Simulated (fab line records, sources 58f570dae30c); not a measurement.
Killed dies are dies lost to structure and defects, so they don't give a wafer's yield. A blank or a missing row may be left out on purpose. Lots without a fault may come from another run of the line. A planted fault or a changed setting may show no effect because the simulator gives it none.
Chamber matching | flow berkeley_cmos170 | UCB170_V2_CVD_00 on pecvd-04: 3 sister chambers
The step deposits SiO2 from TEOS/O2, target thk 2000 nm, time 250 s. 3 wafers are shown with their chamber, then 7 later ones without.

WAFERS WITH THEIR CHAMBER
wafer  | chamber | heater_power_w (W)
L502.4 | 0       | 213
L518.4 | 1       | 200
L518.5 | 2       | 254

WAFERS WITHOUT THEIR CHAMBER
wafer  | heater_power_w (W)
L518.6 | 270
L520.1 | 301
L520.2 | 283
L520.4 | 353
L523.1 | 305
L523.2 | 229
L523.5 | 278

WHICH CHAMBER EACH WENT THROUGH
wafer  | from the rows above          | in truth
L518.6 | can't be placed: 2 or 0 or 1 | 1
L520.1 | can't be placed: 2 or 0 or 1 | 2
L520.2 | can't be placed: 2 or 0 or 1 | 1
L520.4 | can't be placed: 2 or 0 or 1 | 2
L523.1 | can't be placed: 2 or 0 or 1 | 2
L523.2 | can't be placed: 0 or 2 or 1 | 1
L523.5 | can't be placed: 2 or 0 or 1 | 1
Placed correctly: 0 of 7. Can't be placed from these rows: 7 (the true chamber is among the candidates in 7). Placed wrongly: 0.
How it was worked out, from the rows above alone: a wafer's distance from a chamber is the root of the sum, over the readings, of the square of ((its reading less the chamber's mean) divided by the reading's scatter). The wafer belongs to the nearest chamber; if the next one is less than 2 further off, it can't be placed. A chamber's mean is the mean of its shown wafers. The scatter: with one shown wafer a chamber, the root of the mean of the squares of how far each hidden wafer lies from its nearest shown one.
